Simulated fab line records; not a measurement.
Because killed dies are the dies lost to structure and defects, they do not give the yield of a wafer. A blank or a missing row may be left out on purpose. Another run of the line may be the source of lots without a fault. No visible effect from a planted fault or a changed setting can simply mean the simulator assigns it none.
A struck lot beside a sound one | flow berkeley-cmos170 | 15 steps out of a route of 331
Sound: the wafers L183.1, L183.5, L183.6. Struck: wafer L193.5. (L193.4, L193.6 of the same lot were not struck and are left out.) The cause comes at the end.
For every step that has rows: the tool of each side, followed by ch and its chambers, followed by its first start. Under that, the readings that differ: sound wafers | struck wafers | difference of the means | sigmas: that difference in standard deviations of wafers without a fault.
alike: readings whose means differ by less than 2 such deviations, and words and numbers that are the same on both sides. not compared: withheld readings, readings that some wafer has no value for, bounds like >300 that may hide the same value, and numbers for which the record gives no deviation and whose values overlap.
A row with sigmas, a row that says differs or no value, or rows on one side alone: a step with any of these is where the two part. When numbers do not overlap yet have no deviation, they are printed without sigmas and do not part them. Lack of a reading on every wafer of one side parts them only where that side has two or more wafers.

first, 1 step without rows for these wafers: UCB170_PWELL_OXIDATION_02 (target thk 26.4 nm, ox time 1214 s).
UCB170_PWELL_THK_MEAS_03:
  sound: film-metro-02 at day 3 20:29; struck: film-metro-01 at day 6 00:32
  alike: PWELL_OXIDE_THK
then, 2 steps without rows for these wafers: UCB170_PWELL_ANNEAL_04 (time 900 s); UCB170_PWELL_CVD_05 (deposits Si3N4 from SiH2Cl2/NH3, target thk 220 nm, time 3300 s).
UCB170_PWELL_THK_MEAS_06:
  sound: film-metro-02 at day 4 00:13; struck: film-metro-01 at day 6 08:42
  reading                | sound             | struck | difference | sigmas
  PWELL_NITRIDE_THK (nm) | 222.2 222.2 221.7 | 211.0  | -11.0      | -5
then, 6 steps without rows for these wafers: UCB170_PWELL_HMDS_07 (prime time 60 s); UCB170_PWELL_COAT_08 (resist thk 900 nm); UCB170_PWELL_SOFTBAKE_09 (time 60 s); UCB170_PWELL_EXPOSE_10 (exposes mask PWELL, target cd 3000 nm); UCB170_PWELL_PEB_11; UCB170_PWELL_DEVELOP_12 (develop time 45 s).
UCB170_PWELL_OVL_MEAS_13:
  sound: overlay-02 at day 4 01:32; struck: overlay-01 at day 6 09:52
  alike: PWELL_OVL
UCB170_PWELL_ETCH_14: etches Si3N4 in CH3F/Ar/O2, stops on SiO2, target depth 242 nm, time 155 s.
  sound on rie-diel-02 ch 1,2, day 4 01:34; struck on rie-diel-02 ch 0, day 6 09:56
  reading                                      | sound             | struck | difference | sigmas
  drypump-motor-current-A (A)                  | 6.1 6.2 6.2       | 5.3    | -0.9       | -2
  oes-product-au (a.u.)                        | 0.936 0.969 0.931 | 0.895  | -0.050     | -4
  throttle-valve-pct (%)                       | 7.97 7.75 7.97    | 8.25   | +0.35      | +2
  model.KrF_of_PWELL_COAT_08.thk-nm (nm)       | 721.4 721.3 716.5 | 714.1  | -5.6       |
  model.SiO2_of_PWELL_OXIDATION_02.thk-nm (nm) | 20.68 20.19 20.3  | 19.27  | -1.12      |
  alike: CH3F_flow_sccm
  not compared: rf-hours-counter-h
then, 2 steps without rows for these wafers: UCB170_PWELL_IMPLANT_15; UCB170_M3_PROBE_99.

== WHERE THEY PART ==
Earliest at UCB170_PWELL_THK_MEAS_06; latest, in this record, at UCB170_PWELL_ETCH_14.

WHY: what had been put in by the simulator
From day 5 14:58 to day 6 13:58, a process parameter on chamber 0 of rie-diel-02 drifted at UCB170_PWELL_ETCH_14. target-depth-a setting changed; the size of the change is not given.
